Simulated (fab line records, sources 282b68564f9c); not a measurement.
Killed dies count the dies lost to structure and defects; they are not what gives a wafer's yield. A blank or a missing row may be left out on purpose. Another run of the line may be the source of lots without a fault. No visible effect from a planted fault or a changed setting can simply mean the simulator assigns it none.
fab line records | flow rit-cmos
record lots=7 | wafers=21 | last-day=7
route steps=202 shown PRETRO@69 GATE@75 FOX2@80 M1@202
lots with no fault: from the same line, run without faults
start-h: the number of hours between the record's first day and the start of the first shown wafer of the lot | wait-h: hours from the lot's prior step to this one | " repeats the value in the row above | L1.1+2: a row that stands for several wafers | - either no value or no given start | * or withheld: withheld | < > ~ a bound
route shown NAME@n: names a module that has steps shown in the file, with the first one's number in the route | usual: mean/standard deviation taken from wafers without a fault | same: alike in all rows | chamber/n: place in a boat | sites: per-site readings | _std_site: the values' standard deviation | _edge_site: mean of outer sites minus mean of inner sites | radius-mm: how far each site lies from the wafer's centre | mask NAME#n: copy n | behind: the last tool/chamber to shape the wafer | hold: cause of the lot's hold/its duration in hours/its outcome | device: names the non-switching transistor (n, p or np) | end of line: tests run on the same wafers once the route is complete | a step with no rows: only its recipe | killed: dies lost to structure and defects at the first sort, not the wafer's yield | map: the dies of a wafer, with x for killed, . for not killed, _ for no die there
set.NAME: the setting as run; set.NAME@STEP: as run at that earlier step | model.NAME: the simulator's own value behind a step, which no gauge read
lots at selected steps of the route; one table per step, one row per wafer
services: a tool's chamber out of use, with start hour (start-h, from the record's first day; less than 0 if before it), hours out, and reason
## steps
# step RIT_PRETRO_DEVELOP_05
# recipe resist=NOVOLAK | develop-time-s=68 | dev-temp-c=23
# step RIT_PRETRO_OVL_MEAS_06
# usual PRETRO_OVL=0.6/1.2
lot.wafer | tool       | chamber | start-h | wait-h | PRETRO_OVL[nm]
L420.3    | overlay-02 | -       | 37.91   | -      | 0.0
L420.4    | "          | -       | "       | "      | 1.7
L420.5    | "          | -       | "       | "      | 1.6
L422.2    | overlay-02 | -       | 50.44   | -      | -0.8
L422.3    | "          | -       | "       | "      | -2.2
L422.5    | "          | -       | "       | "      | -1.6
L429.1    | overlay-02 | -       | 84.13   | -      | 0.0
L429.3    | "          | -       | "       | "      | -1.3
L429.6    | "          | -       | "       | "      | -0.6
L433.1    | overlay-01 | -       | 104.53  | -      | 2.0
L433.4    | "          | -       | "       | "      | 2.3
L433.5    | "          | -       | "       | "      | 2.9
L434.2    | overlay-01 | -       | 110.50  | -      | 1.0
L434.3    | "          | -       | "       | "      | 1.0
L434.6    | "          | -       | "       | "      | 1.1
L436.1    | overlay-02 | -       | 118.30  | -      | -0.5
L436.2    | "          | -       | "       | "      | -0.4
L436.3    | "          | -       | "       | "      | -1.6
L438.3    | overlay-02 | -       | 127.96  | -      | -0.6
L438.5    | "          | -       | "       | "      | 0.2
L438.6    | "          | -       | "       | "      | -1.8
# step RIT_PRETRO_HARDBAKE_07
# recipe resist=NOVOLAK | temp-c=140 | time-s=120
# step RIT_PRETRO_IMPLANT_08
# recipe species=B | energy-kev=45 | dose-cm2=1.2e+13 | tilt-deg=7
# step RIT_PRETRO_STRIP_09
# recipe chemistry=O2 | time-s=180 | resist=NOVOLAK | platen-temp-c=withheld | power-w=500 | pressure-mtorr=4000 | o2-flow-sccm=4000
# usual drypump-motor-current-A=5.7/0.32
lot.wafer | tool            | chamber | start-h | wait-h | drypump-motor-current-A | rf-hours-counter-h
L420.3    | plasma-asher-01 | 1       | 38.39   | 0.1    | 5.4                     | -
L420.4    | "               | 0       | "       | "      | 5.9                     | -
L420.5    | "               | 1       | "       | "      | 5.4                     | -
L422.2    | plasma-asher-02 | 1       | 50.87   | 0.1    | 5.7                     | 42
L422.3    | "               | 1       | "       | "      | 5.7                     | -
L422.5    | "               | 0       | "       | "      | 5.6                     | -
L429.1    | plasma-asher-02 | 1       | 84.56   | 0.1    | 5.7                     | 45
L429.3    | "               | 0       | "       | "      | 5.6                     | -
L429.6    | "               | 1       | "       | "      | 5.7                     | -
L433.1    | plasma-asher-02 | 1       | 104.96  | 0.1    | 5.8                     | 48
L433.4    | "               | 1       | "       | "      | 5.8                     | -
L433.5    | "               | 0       | "       | "      | 5.6                     | -
L434.2    | plasma-asher-02 | 1       | 110.93  | 0.1    | 5.7                     | 49
L434.3    | "               | 1       | "       | "      | 5.7                     | -
L434.6    | "               | 0       | "       | "      | 5.6                     | -
L436.1    | plasma-asher-01 | 0       | 118.74  | 0.1    | 5.9                     | 49
L436.2    | "               | 1       | "       | "      | 5.4                     | 49
L436.3    | "               | 0       | "       | "      | 5.9                     | -
L438.3    | plasma-asher-04 | 0       | 128.45  | 0.1    | 5.5                     | -
L438.5    | "               | 0       | "       | "      | 5.5                     | -
L438.6    | "               | 1       | "       | "      | 6.5                     | -
# step RIT_PRETRO_TW_MEAS_10
# usual PRETRO_TW=478.7/2.5
lot.wafer | tool          | chamber | start-h | wait-h | PRETRO_TW
L420.3    | film-metro-03 | -       | 38.53   | 0.1    | 478.2
L420.4    | "             | -       | "       | "      | 478.2
L420.5    | "             | -       | "       | "      | 477.6
L422.2    | film-metro-03 | -       | 51.06   | 0.1    | 478.4
L422.3    | "             | -       | "       | "      | 478.5
L422.5    | "             | -       | "       | "      | 478.1
L429.1    | film-metro-03 | -       | 84.74   | 0.1    | 479.8
L429.3    | "             | -       | "       | "      | 480.9
L429.6    | "             | -       | "       | "      | 479.5
L433.1    | film-metro-03 | -       | 105.14  | 0.1    | 478.3
L433.4    | "             | -       | "       | "      | 478.9
L433.5    | "             | -       | "       | "      | 479.0
L434.2    | film-metro-03 | -       | 111.11  | 0.1    | 478.3
L434.3    | "             | -       | "       | "      | 478.7
L434.6    | "             | -       | "       | "      | 477.7
L436.1    | film-metro-03 | -       | 118.92  | 0.1    | 478.7
L436.2    | "             | -       | "       | "      | 480.6
L436.3    | "             | -       | "       | "      | 478.7
L438.3    | film-metro-03 | -       | 128.58  | 0.1    | 482.6
L438.5    | "             | -       | "       | "      | 484.6
L438.6    | "             | -       | "       | "      | 481.4
# step RIT_GATE_WET_ETCH_00
# recipe chemistry=BOE | target=SiO2 | target-depth-nm=56 | time-s=60 | dry=n2-spin | dilution=10:1 | temp-c=21.5
# step RIT_GATE_CLEAN_01
# recipe chemistry=SC1 | mix=3:3:50 | time-s=600 | temp-c=75
# step RIT_GATE_CLEAN_02
# recipe chemistry=dHF | dilution=50:1 | time-s=30
# step RIT_GATE_CLEAN_03
# recipe chemistry=SC2 | mix=3:3:50 | time-s=600 | temp-c=75 | dry=n2-spin
# step RIT_GATE_CLEAN_04
# recipe chemistry=dHF | dilution=50:1 | time-s=60 | dry=n2-spin
# step RIT_FOX2_THK_MEAS_91
# recipe reads=SiO2_of_FOX2_OXIDATION_00
# usual FIELD_OXIDE_LEFT_2_THK=258/5.6
lot.wafer | tool          | chamber | start-h | wait-h | FIELD_OXIDE_LEFT_2_THK[nm]
L420.3    | film-metro-03 | -       | 39.04   | 0.0    | 268
L420.4    | "             | -       | "       | "      | 266
L420.5    | "             | -       | "       | "      | 271
L422.2    | film-metro-03 | -       | 51.56   | 0.0    | 259
L422.3    | "             | -       | "       | "      | 260
L422.5    | "             | -       | "       | "      | 258
L429.1    | film-metro-03 | -       | 85.23   | 0.0    | 255
L429.3    | "             | -       | "       | "      | 260
L429.6    | "             | -       | "       | "      | 259
L433.1    | film-metro-03 | -       | 105.61  | 0.0    | 259
L433.4    | "             | -       | "       | "      | 256
L433.5    | "             | -       | "       | "      | 260
L434.2    | film-metro-02 | -       | 111.59  | 0.0    | 256
L434.3    | "             | -       | "       | "      | 254
L434.6    | "             | -       | "       | "      | 258
L436.1    | film-metro-04 | -       | 119.40  | 0.0    | 262
L436.2    | "             | -       | "       | "      | 257
L436.3    | "             | -       | "       | "      | 263
L438.3    | film-metro-03 | -       | 129.06  | 0.0    | 257
L438.5    | "             | -       | "       | "      | 254
L438.6    | "             | -       | "       | "      | 258
# step RIT_GATE_OXIDATION_05
# recipe temp-c=900 | ambient=O2 | target-thk-a=30 | ox-time-s=270
# usual ox-temp-c=900.0/0.42 | spike-tc-load-C=924/3 | zone-power-load-pct=28.2/1
lot.wafer | tool       | chamber | start-h | wait-h | ox-temp-c | spike-tc-load-C | zone-power-load-pct | model.SiO2_of_GATE_OXIDATION_05.thk-nm
L420.3    | furnace-03 | 0       | 39.81   | 0.8    | 899.6     | 926             | 27.5                | 3.063
L420.4    | "          | 0       | "       | "      | 899.7     | 926             | 27.0                | 3.136
L420.5    | "          | 0       | "       | "      | 900.0     | 927             | 26.9                | 3.039
L422.2    | furnace-04 | 0       | 51.61   | 0.0    | 900.1     | 926             | 28.6                | 2.863
L422.3    | "          | 0       | "       | "      | 900.2     | 929             | 29.1                | 2.878
L422.5    | "          | 0       | "       | "      | 900.3     | 924             | 29.4                | 2.817
L429.1    | furnace-01 | 0       | 86.87   | 1.6    | 899.1     | 920             | 29.6                | 3.038
L429.3    | "          | 0       | "       | "      | 899.5     | 920             | 29.2                | 3.027
L429.6    | "          | 0       | "       | "      | 900.2     | 919             | 29.0                | 3.025
L433.1    | furnace-01 | 0       | 105.83  | 0.2    | 899.7     | 920             | 28.6                | 2.999
L433.4    | "          | 0       | "       | "      | 900.8     | 919             | 29.2                | 3.027
L433.5    | "          | 0       | "       | "      | 899.9     | 920             | 29.1                | 3.007
L434.2    | furnace-04 | 0       | 112.43  | 0.8    | 900.0     | 926             | 28.7                | 4.99
L434.3    | "          | 0       | "       | "      | 900.3     | 926             | 29.1                | 4.962
L434.6    | "          | 0       | "       | "      | 900.6     | 926             | 28.9                | 4.938
L436.1    | furnace-04 | 0       | 120.15  | 0.7    | 899.5     | 925             | 29.1                | 4.841
L436.2    | "          | 0       | "       | "      | 900.4     | 926             | 29.1                | 4.88
L436.3    | "          | 0       | "       | "      | 900.3     | 926             | 28.7                | 4.847
L438.3    | furnace-04 | 0       | 130.19  | 1.1    | 900.3     | 926             | 28.5                | 4.89
L438.5    | "          | 0       | "       | "      | 900.2     | 926             | 29.2                | 4.871
L438.6    | "          | 0       | "       | "      | 900.2     | 927             | 29.5                | 4.889
# step RIT_GATE_ANNEAL_06
# recipe temp-c=900 | time-s=600 | ambient=N2O
# step RIT_GATE_THK_MEAS_07
# recipe reads=SiO2_of_GATE_OXIDATION_05
# usual GATE_OXIDE_THK=3.02/0.074
lot.wafer | tool          | chamber | start-h | wait-h | GATE_OXIDE_THK[nm]
L420.3    | film-metro-04 | -       | 43.66   | 0.0    | 3.00
L420.4    | "             | -       | "       | "      | 3.09
L420.5    | "             | -       | "       | "      | 3.03
L422.2    | film-metro-03 | -       | 52.94   | 0.0    | 2.81
L422.3    | "             | -       | "       | "      | 2.88
L422.5    | "             | -       | "       | "      | 2.85
L429.1    | film-metro-02 | -       | 89.96   | 0.0    | 3.02
L429.3    | "             | -       | "       | "      | 2.98
L429.6    | "             | -       | "       | "      | 3.05
L433.1    | film-metro-02 | -       | 107.95  | 0.0    | 2.99
L433.4    | "             | -       | "       | "      | 2.99
L433.5    | "             | -       | "       | "      | 3.01
L434.2    | film-metro-04 | -       | 115.08  | 0.0    | 4.97
L434.3    | "             | -       | "       | "      | 4.96
L434.6    | "             | -       | "       | "      | 4.93
L436.1    | film-metro-04 | -       | 123.23  | 0.0    | 4.85
L436.2    | "             | -       | "       | "      | 4.85
L436.3    | "             | -       | "       | "      | 4.87
L438.3    | film-metro-04 | -       | 135.07  | 0.0    | 4.86
L438.5    | "             | -       | "       | "      | 4.83
L438.6    | "             | -       | "       | "      | 4.91
# step RIT_GATE_CVD_08
# recipe material=poly-Si | target-thk-nm=250 | temp-c=610 | precursor=SiH4 | time-s=2220 | pressure-mtorr=300 | sih4-flow-sccm=100
# step RIT_M1_PROBE_99
# usual killed_at_M0_to_M3=0.0/0.12 | killed-at-front-end=6.8/2.7 | killed-dies=6.8/2.7 | killed-on-rim=1.7/1.2 | killed-open=3.4/1.8 | killed-short=3.5/1.7
# same gross-dies=264 | killed_at_M4_up=0 | killed-at-back-side=0 | killed-at-contacts=0 | killed-at-other=0
lot.wafer | tool      | chamber | start-h | wait-h | killed_at_M0_to_M3 | killed-at-front-end | killed-dies | killed-on-rim | killed-open | killed-short
L422.2    | prober-02 | -       | 78.75   | 0.1    | 0                  | 8                   | 8           | 5             | 4           | 4
L422.3    | prober-02 | -       | 78.80   | 0.2    | 0                  | 14                  | 14          | 4             | 9           | 5
L422.5    | prober-02 | -       | 78.90   | 0.2    | 0                  | 9                   | 9           | 3             | 4           | 5
L429.1    | prober-01 | -       | 128.50  | 1.2    | 0                  | 6                   | 6           | 1             | 3           | 3
L429.3    | prober-01 | -       | 128.60  | 1.2    | 0                  | 7                   | 7           | 1             | 4           | 3
L429.6    | prober-01 | -       | 128.75  | 1.3    | 0                  | 9                   | 9           | 2             | 5           | 4
L434.2    | prober-01 | -       | 138.36  | 0.1    | 0                  | 6                   | 6           | 1             | 2           | 4
L434.3    | prober-01 | -       | 138.41  | 0.2    | 0                  | 6                   | 6           | 2             | 5           | 1
L434.6    | prober-01 | -       | 138.56  | 0.2    | 0                  | 7                   | 7           | 2             | 5           | 2
L436.1    | prober-01 | -       | 146.85  | 0.1    | 0                  | 5                   | 5           | 0             | 3           | 2
L436.2    | prober-01 | -       | 146.90  | 0.1    | 0                  | 9                   | 9           | 2             | 3           | 6
L436.3    | prober-01 | -       | 146.95  | 0.2    | 1                  | 6                   | 7           | 2             | 4           | 3
L438.3    | prober-02 | -       | 157.69  | 0.2    | 0                  | 8                   | 8           | 0             | 3           | 5
L438.5    | prober-02 | -       | 157.79  | 0.2    | 0                  | 5                   | 5           | 0             | 1           | 4
L438.6    | prober-02 | -       | 157.84  | 0.2    | 0                  | 11                  | 11          | 4             | 5           | 6
# killed by level:class
L422.2 FOX1:geometric-particle:open=2 FOX1:geometric-particle:short=2 GATE:geometric-particle:short=1 GATE:geometric-particle:open=1 REOX:geometric-particle:short=1 REOX:geometric-particle:open=1
L422.3 FOX1:geometric-particle:short=3 GATE:geometric-particle:open=3 SPACER:geometric-particle:open=3 FOX1:geometric-particle:open=1 FOX2:geometric-particle:open=1 GATE:geometric-particle:short=1 REOX:geometric-particle:open=1 SPACER:geometric-particle:short=1
L422.5 REOX:geometric-particle:short=3 FOX1:geometric-particle:open=1 FOX1:geometric-particle:short=1 GATE:geometric-particle:open=1 SPACER:geometric-particle:short=1 SPACER:geometric-particle:open=1 SILICIDE:geometric-particle:open=1
L429.1 GATE:geometric-particle:short=3 FOX1:geometric-particle:open=1 FOX2:geometric-particle:open=1 SILICIDE:geometric-particle:open=1
L429.3 GATE:geometric-particle:short=2 GATE:geometric-particle:open=2 FOX1:geometric-particle:open=1 FOX2:geometric-particle:short=1 REOX:geometric-particle:open=1
L429.6 GATE:geometric-particle:open=3 GATE:geometric-particle:short=2 SILICIDE:geometric-particle:short=2 FOX2:geometric-particle:open=1 SPACER:geometric-particle:open=1
L434.2 FOX1:geometric-particle:short=2 FOX1:geometric-particle:open=1 GATE:geometric-particle:short=1 SPACER:geometric-particle:short=1 SPACER:geometric-particle:open=1
L434.3 FOX1:geometric-particle:open=2 FOX2:geometric-particle:short=1 GATE:geometric-particle:open=1 REOX:geometric-particle:open=1 SILICIDE:geometric-particle:open=1
L434.6 FOX1:geometric-particle:open=3 GATE:geometric-particle:short=1 REOX:geometric-particle:open=1 SPACER:geometric-particle:short=1 SPACER:geometric-particle:open=1
L436.1 GATE:geometric-particle:open=2 FOX1:geometric-particle:short=1 FOX1:geometric-particle:open=1 REOX:geometric-particle:short=1
L436.2 GATE:geometric-particle:short=2 REOX:geometric-particle:short=2 FOX1:geometric-particle:short=1 GATE:geometric-particle:open=1 REOX:geometric-particle:open=1 SPACER:geometric-particle:open=1 SPACER:geometric-particle:short=1
L436.3 FOX1:geometric-particle:open=2 GATE:geometric-particle:open=1 SILICIDE:geometric-particle:short=1 REOX:geometric-particle:short=1 SPACER:geometric-particle:open=1 M1:geometric-particle:short=1
L438.3 GATE:geometric-particle:open=2 SILICIDE:geometric-particle:short=2 FOX1:geometric-particle:short=1 GATE:geometric-particle:short=1 SPACER:geometric-particle:open=1 REOX:geometric-particle:short=1
L438.5 GATE:geometric-particle:short=2 GATE:geometric-particle:open=1 REOX:geometric-particle:short=1 SPACER:geometric-particle:short=1
L438.6 FOX2:geometric-particle:short=2 SILICIDE:geometric-particle:open=2 SILICIDE:geometric-particle:short=2 FOX1:geometric-particle:short=1 FOX1:geometric-particle:open=1 GATE:geometric-particle:open=1 GATE:geometric-particle:short=1 SPACER:geometric-particle:open=1
## services
tool            | chamber | start-h | hours | kind
furnace-03      | -       | 29.08   | 3.2   | pm
furnace-04      | -       | 35.10   | 2.7   | pm
furnace-01      | -       | 70.08   | 5.2   | pm
plasma-asher-04 | -       | 78.79   | 21.3  | repair
plasma-asher-04 | -       | 108.75  | 9.0   | pm
plasma-asher-04 | 0       | 108.75  | 9.0   | vent-cycle
plasma-asher-04 | 1       | 108.75  | 9.0   | vent-cycle
plasma-asher-04 | 0       | 117.75  | -     | clean
plasma-asher-04 | 1       | 117.75  | -     | clean
plasma-asher-02 | -       | 126.35  | 4.3   | pm
furnace-01      | -       | 129.63  | 4.2   | pm
## key
first-sign step=RIT_GATE_THK_MEAS_07 | reading=GATE_OXIDE_THK | direction=up | sigmas=25 | usual=3.02 | struck=4.89
effect none on later readings
model-effect step=RIT_GATE_OXIDATION_05 | value=SiO2_of_GATE_OXIDATION_05.thk-nm | without=3.041 | struck=4.901
met-at RIT_GATE_OXIDATION_05
struck-wafers L434.2,L434.3,L434.6,L436.1,L436.2,L436.3,L438.3,L438.5,L438.6
tester-left-out L434,L436,L438
onset-between 51.61 112.43
also-fits time
fault kind=process-parameter-drift | tool=furnace-04 | chamber=- | onset-h=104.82 | steps=RIT_GATE_OXIDATION_05 | channel=ox-time-s | offset=* | shape=step | end-h=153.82 | acts-in=* | stated=*
# tester-left-out: of these lots the tester's yield and bins aren't shown, on N5 and GAA mostly nor the transistor test; their killed dies are dies lost to structure and defects alone, not to doping, threshold or leakage, so they don't give the yield
